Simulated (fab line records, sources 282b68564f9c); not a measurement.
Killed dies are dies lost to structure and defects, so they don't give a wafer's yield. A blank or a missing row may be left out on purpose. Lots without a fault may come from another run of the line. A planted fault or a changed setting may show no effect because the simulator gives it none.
Which tool did it? | flow rit_cmos | 7 lots, 21 wafers sampled, at 2 steps of a route of 202

WHAT THE GAUGES READ, wafer by wafer
RIT_ACTIVE_THK_MEAS_04.
lot  | measured    | on            | ACTIVE_NITRIDE_THK (nm)
L854 | day 2 04:32 | film_metro-04 | 148.5 149.7 148.3
L856 | day 2 14:33 | film_metro-03 | 120.6 122.2 120.7
L864 | day 4 07:15 | film_metro-03 | 150.3 148.1 147.4
L866 | day 4 17:15 | film_metro-04 | 150.6 151.6 150.7
L870 | day 5 13:03 | film_metro-04 | 148.9 149.2 149.6
L872 | day 5 22:41 | film_metro-02 | 150.4 148.5 149.2
L874 | day 6 08:33 | film_metro-03 | 149.4 150.1 149.1

WHICH TOOL RAN EACH LOT (tool, then ch and the chambers of the sampled wafers, then the start)
lot  | RIT_ACTIVE_CVD_03
L854 | lpcvd-02 ch 0, day 2 03:07
L856 | lpcvd-02 ch 1, day 2 13:07
L864 | lpcvd-01 ch 1, day 4 05:08
L866 | lpcvd-01 ch 1, day 4 15:07
L870 | lpcvd-01 ch 1, day 5 11:37
L872 | lpcvd-02 ch 1, day 5 21:16
L874 | lpcvd-01 ch 1, day 6 07:07
- RIT_ACTIVE_CVD_03: deposits Si3N4 from SiH2Cl2/NH3, target thk 150 nm, time 1500 s.

THE ANSWER, worked out from the rows above alone
Rule: what is usual is taken from the lots themselves. Put in order of their means at a reading, lots are off if they are a third of the lots or fewer, leave a main group of 4 or more, and stand apart from it by a gap of 3 or more times the standard deviation of the main group's means; of several such gaps the widest counts. A main group whose means are all the same, to the digits that the tables above print for the reading, isn't used. A lot without any number at a reading at which 4 lots or more have one is off too. The other lots that the step has rows for count as sound.
Off: L856, at RIT_ACTIVE_THK_MEAS_04 (ACTIVE_NITRIDE_THK). The main group: mean 149.4 nm, standard deviation 0.76.
A tool fits if, at a process step before that reading, it ran every lot that is off, and no sound lot after the first of them. The gauges at RIT_ACTIVE_THK_MEAS_04 are tried like those tools. None of those tried fits.

WHAT THE SIMULATOR HAD PUT IN
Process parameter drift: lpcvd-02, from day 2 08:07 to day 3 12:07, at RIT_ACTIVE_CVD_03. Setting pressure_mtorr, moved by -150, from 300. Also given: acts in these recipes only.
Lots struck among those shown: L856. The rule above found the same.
